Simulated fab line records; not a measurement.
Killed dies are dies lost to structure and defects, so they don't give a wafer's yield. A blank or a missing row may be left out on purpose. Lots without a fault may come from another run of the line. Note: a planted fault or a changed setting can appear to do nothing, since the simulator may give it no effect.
fab line records | flow rit-cmos | part 2 of 2: steps 25 to 25 of 25
record lots=5 wafers=23
route steps=202 shown ACTIVE@8 NWELL@36 PWELL@47 WELLDRIVE@50 NRETRO@54 GATE@81 NSD@132 SILICIDE@162 M1@202
start-h: hours from the record's opening day to when the first of the lot's shown wafers began | wait-h: hours since the lot's step before | " identical to the entry in the row above | L1.1+2: a row that stands for several wafers | - no value present, or no start provided | * or withheld: withheld | < > ~ a bound
route shown NAME@n: names a module that has steps shown in the file, with the first one's number in the route | usual: mean/standard deviation of fault-free wafers | same: alike in all rows | chamber/n: place in a boat | sites: per-site readings | _std_site: the standard deviation of these | _edge_site: mean of outer sites minus mean of inner sites | radius-mm: how far each site lies from the wafer's centre | mask NAME#n: copy n | behind: tool/chamber where the wafer was last shaped | hold: what put the lot on hold/how long, in hours/how the hold closed | device: the transistor (n, p or np) that didn't switch | end of line: the route-end tests of the same wafers | for a step that has no rows: nothing shown but its recipe | killed: the dies lost at the first sort to structure and to defects; this is not the yield of the wafer | map: shows each die of a wafer: x if killed, . if not, _ if none is there
set.NAME: the run value of the setting; set.NAME@STEP: its run value at that earlier step | model.NAME: the simulator's own value behind a step, which no gauge read
lots with deliberately changed settings; one table per step, one row per wafer
## steps
# step RIT_M1_PROBE_99
# usual killed-at-contacts=0.0/0.2 killed-at-front-end=7/3.2 killed-dies=7/3.2 killed-open=3.2/2 killed-short=3.6/2.1
# same gross-dies=264 killed_at_M0_to_M3=0 killed_at_M4_up=0 killed-at-back-side=0 killed-at-other=0
# columns lot.wafer tool chamber start-h wait-h set.temp-c@GATE_OXIDATION_05 set.dose-mj@GATE_EXPOSE_13 killed-at-contacts killed-at-front-end killed-dies killed-open killed-short model.etest.nmos_0p15.drive-ua-um model.etest.nmos_0p15.r-on-ohm-um model.etest.nmos_0p3.r-on-ohm-um model.etest.nmos-narrow.drive-ua-um model.etest.pmos_0p15.r-on-ohm-um model.etest.pmos_0p3.r-on-ohm-um model.etest.pmos-turned.r-on-ohm-um
L075.1 prober-01 - 63.09 0.1 926 380 1 9 10 7 3 355.3 1289 2716 141.1 3183 8165 3943
L075.2 prober-01 - 63.14 0.1 926 380 0 4 4 1 3 358.4 1273 2726 138.9 3184 8106 3980
L075.4 prober-01 - 63.24 0.2 926 380 0 4 4 2 2 370 1253 2709 144 3152 8068 3930
L075.5 prober-01 - 63.29 0.2 926 380 0 3 3 2 1 372.1 1229 2614 151.8 3154 7931 3922
L075.6 prober-01 - 63.34 0.2 926 380 0 2 2 1 1 376.5 1240 2629 152.5 3200 8186 4005
L078.2 prober-02 - 80.27 0.1 900 380 0 3 3 2 1 490.2 1084 2129 229.8 2681 6250 3320
L078.4 prober-02 - 80.37 0.2 900 380 0 10 10 5 5 506.6 1069 2114 233.2 2638 6275 3306
L078.5 prober-02 - 80.42 0.2 900 380 0 8 8 2 6 496.6 1068 2086 230.6 2637 6197 3326
L079.1 prober-01 - 84.94 0.1 916.4 380 0 6 6 3 3 378.3 1241 2534 163.2 3115 7517 3896
L079.2 prober-01 - 84.99 0.1 916.4 367.2 0 16 16 1 2 330 1402 2562 162.4 3597 7685 4305
L079.3 prober-01 - 85.04 0.2 916.4 380 0 8 8 3 5 397.7 1203 2434 170.1 2995 7226 3639
L079.4 prober-01 - 85.09 0.2 916.4 367.2 0 18 18 3 0 330.4 1366 2585 162.4 3653 7813 4374
L079.5 prober-01 - 85.14 0.2 916.4 367.2 0 6 6 1 3 334.2 1357 2571 160.8 3564 7736 4304
L080.1 prober-02 - 92.18 0.1 889.6 388.1 0 4 4 0 3 555.8 1020 1982 262.6 2390 5541 3000
L080.2 prober-02 - 92.23 0.1 889.6 380 0 9 9 4 4 537.6 1048 1970 272 2597 5663 3207
L080.3 prober-02 - 92.28 0.2 889.6 388.1 0 6 6 1 5 568.9 1030 1984 274.4 2498 5737 3158
L080.5 prober-02 - 92.38 0.2 889.6 380 0 3 3 3 0 507.6 1077 2000 257.4 2654 5726 3293
L080.6 prober-02 - 92.43 0.2 889.6 380 0 5 5 5 0 531.5 1055 1967 271.2 2615 5638 3197
L082.1 prober-02 - 104.56 0.1 873.4 380 0 8 8 5 3 - - - - - - -
L082.2 prober-02 - 104.61 0.1 873.4 380 0 10 10 5 5 - - - - - - -
L082.3 prober-02 - 104.66 0.2 873.4 380 0 8 8 3 5 - - - - - - -
L082.4 prober-02 - 104.71 0.2 873.4 380 0 2 2 1 1 - - - - - - -
L082.6 prober-02 - 104.81 0.2 873.4 380 0 4 4 1 3 - - - - - - -
# killed by level:class
L075.1 GATE:geometric-particle:open=3 FOX1:geometric-particle:open=1 FOX1:geometric-particle:short=1 GATE:geometric-particle:short=1 SPACER:geometric-particle:open=1 SILICIDE:geometric-particle:open=1 SILICIDE:geometric-particle:short=1 CONTACT:geometric-particle:open=1
L075.2 FOX2:geometric-particle:short=1 GATE:geometric-particle:short=1 GATE:geometric-particle:open=1 SPACER:geometric-particle:short=1
L075.4 GATE:geometric-particle:short=2 FOX1:geometric-particle:open=1 GATE:geometric-particle:open=1
L075.5 GATE:geometric-particle:open=1 REOX:geometric-particle:open=1 SILICIDE:geometric-particle:short=1
L075.6 REOX:geometric-particle:short=1 REOX:geometric-particle:open=1
L078.2 GATE:geometric-particle:short=1 REOX:geometric-particle:open=1 SPACER:geometric-particle:open=1
L078.4 REOX:geometric-particle:short=2 SPACER:geometric-particle:short=2 ACTIVE:geometric-particle:open=1 FOX1:geometric-particle:open=1 FOX2:geometric-particle:open=1 GATE:geometric-particle:open=1 GATE:geometric-particle:short=1 REOX:geometric-particle:open=1
L078.5 FOX1:geometric-particle:short=2 REOX:geometric-particle:short=2 FOX1:geometric-particle:open=1 GATE:geometric-particle:open=1 GATE:geometric-particle:short=1 SPACER:geometric-particle:short=1
L079.1 GATE:geometric-particle:short=2 SPACER:geometric-particle:open=2 FOX1:geometric-particle:short=1 SILICIDE:geometric-particle:open=1
L079.2 GATE:area-expose=13 FOX1:geometric-particle:short=1 FOX2:geometric-particle:short=1 GATE:geometric-particle:open=1
L079.3 FOX2:geometric-particle:short=1 GATE:geometric-particle:short=1 GATE:geometric-particle:open=1 REOX:geometric-particle:short=1 SPACER:geometric-particle:open=1 SPACER:geometric-particle:short=1 SILICIDE:geometric-particle:open=1 SILICIDE:geometric-particle:short=1
L079.4 GATE:area-expose=15 GATE:geometric-particle:open=3
L079.5 GATE:area-expose=2 FOX1:geometric-particle:short=1 GATE:geometric-particle:short=1 GATE:geometric-particle:open=1 SPACER:geometric-particle:short=1
L080.1 FOX1:geometric-particle:short=2 REOX:geometric-particle:short=1 GATE:area-expose=1
L080.2 GATE:geometric-particle:short=3 GATE:geometric-particle:open=3 SPACER:geometric-particle:open=1 SPACER:geometric-particle:short=1 PWELL:coat-microbubble-printed=1
L080.3 GATE:geometric-particle:short=3 REOX:geometric-particle:short=2 GATE:geometric-particle:open=1
L080.5 SILICIDE:geometric-particle:open=3
L080.6 SILICIDE:geometric-particle:open=2 GATE:geometric-particle:open=2 FOX1:geometric-particle:open=1
L082.1 FOX2:geometric-particle:open=2 GATE:geometric-particle:short=2 GATE:geometric-particle:open=1 SPACER:geometric-particle:open=1 SPACER:geometric-particle:short=1 SILICIDE:geometric-particle:open=1
L082.2 GATE:geometric-particle:open=3 GATE:geometric-particle:short=3 FOX1:geometric-particle:short=1 FOX2:geometric-particle:open=1 REOX:geometric-particle:short=1 SILICIDE:geometric-particle:open=1
L082.3 FOX1:geometric-particle:short=2 GATE:geometric-particle:open=2 SPACER:geometric-particle:short=2 GATE:geometric-particle:short=1 SILICIDE:geometric-particle:open=1
L082.4 FOX2:geometric-particle:short=1 GATE:geometric-particle:open=1
L082.6 GATE:geometric-particle:short=2 SPACER:geometric-particle:open=1 SILICIDE:geometric-particle:short=1
## key
split step=RIT_ACTIVE_SOFTBAKE_07 setting=temp-c stated=90 by=wafer
response step=RIT_ACTIVE_SOFTBAKE_07 reading=model.NOVOLAK_of_ACTIVE_COAT_06.thk-nm change=-2.59 per=1% r=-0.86
split step=RIT_NWELL_IMPLANT_08 setting=dose-cm2 stated=5e+13 by=wafer
response step=RIT_NWELL_TW_MEAS_10 reading=NWELL_TW change=+8.35 per=1% r=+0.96
response step=RIT_WELLDRIVE_RS_MEAS_01 reading=NWELL_RS change=-1.75 per=1% r=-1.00
split step=RIT_PWELL_IMPLANT_08 setting=dose-cm2 stated=7e+13 by=wafer
response step=RIT_PWELL_TW_MEAS_10 reading=PWELL_TW change=+3.26 per=1% r=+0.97
response step=RIT_WELLDRIVE_RS_MEAS_02 reading=PWELL_RS change=-2.65 per=1% r=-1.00
split step=RIT_NRETRO_COAT_01 setting=resist-thk-nm stated=1300 by=wafer
response step=RIT_NRETRO_COAT_01 reading=model.NOVOLAK_of_NRETRO_COAT_01.thk-nm change=+13.3 per=1% r=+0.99
split step=RIT_GATE_OXIDATION_05 setting=temp-c stated=900 by=lot
response step=RIT_GATE_OXIDATION_05 reading=model.SiO2_of_GATE_OXIDATION_05.thk-nm change=+0.322 per=1% r=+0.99
response step=RIT_GATE_THK_MEAS_07 reading=GATE_OXIDE_THK change=+0.32 per=1% r=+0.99
response step=RIT_M1_PROBE_99 reading=model.etest.pmos_0p3.r-on-ohm-um change=+621 per=1% r=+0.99
response step=RIT_M1_PROBE_99 reading=model.etest.nmos_0p3.r-on-ohm-um change=+181 per=1% r=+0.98
response step=RIT_M1_PROBE_99 reading=model.etest.nmos-narrow.drive-ua-um change=-31.3 per=1% r=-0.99
split step=RIT_GATE_EXPOSE_13 setting=dose-mj stated=380 by=wafer
response step=RIT_GATE_DEVELOP_15 reading=model.GATE.cd-nm change=-5.12 per=1% r=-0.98
response step=RIT_GATE_CD_MEAS_16 reading=cd-nm change=-5.18 per=1% r=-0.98
response step=RIT_GATE_CD_MEAS_90 reading=cd-nm change=-5.08 per=1% r=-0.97
response step=RIT_M1_PROBE_99 reading=model.etest.pmos-turned.r-on-ohm-um change=-139 per=1% r=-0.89
response step=RIT_M1_PROBE_99 reading=model.etest.pmos_0p15.r-on-ohm-um change=-140 per=1% r=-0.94
response step=RIT_M1_PROBE_99 reading=model.etest.nmos_0p15.r-on-ohm-um change=-37 per=1% r=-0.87
response step=RIT_M1_PROBE_99 reading=model.etest.nmos_0p15.drive-ua-um change=+16.9 per=1% r=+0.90
split step=RIT_GATE_STRIP_20 setting=o2-flow-sccm stated=4000 by=wafer
response none clear
split step=RIT_NSD_COAT_01 setting=resist-thk-nm stated=1000 by=wafer
response step=RIT_NSD_COAT_01 reading=model.NOVOLAK_of_NSD_COAT_01.thk-nm change=+9.95 per=1% r=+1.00
split step=RIT_SILICIDE_SPUTTER_01 setting=power-w stated=350 by=wafer
response step=RIT_SILICIDE_SPUTTER_01 reading=model.Ti_of_SILICIDE_SPUTTER_01.thk-nm change=+0.295 per=1% r=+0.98
response step=RIT_SILICIDE_RS_MEAS_02 reading=SILICIDE_TI_RS change=-0.645 per=1% r=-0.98
response step=RIT_SILICIDE_THK_MEAS_03 reading=SILICIDE_TI_THK change=+0.292 per=1% r=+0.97
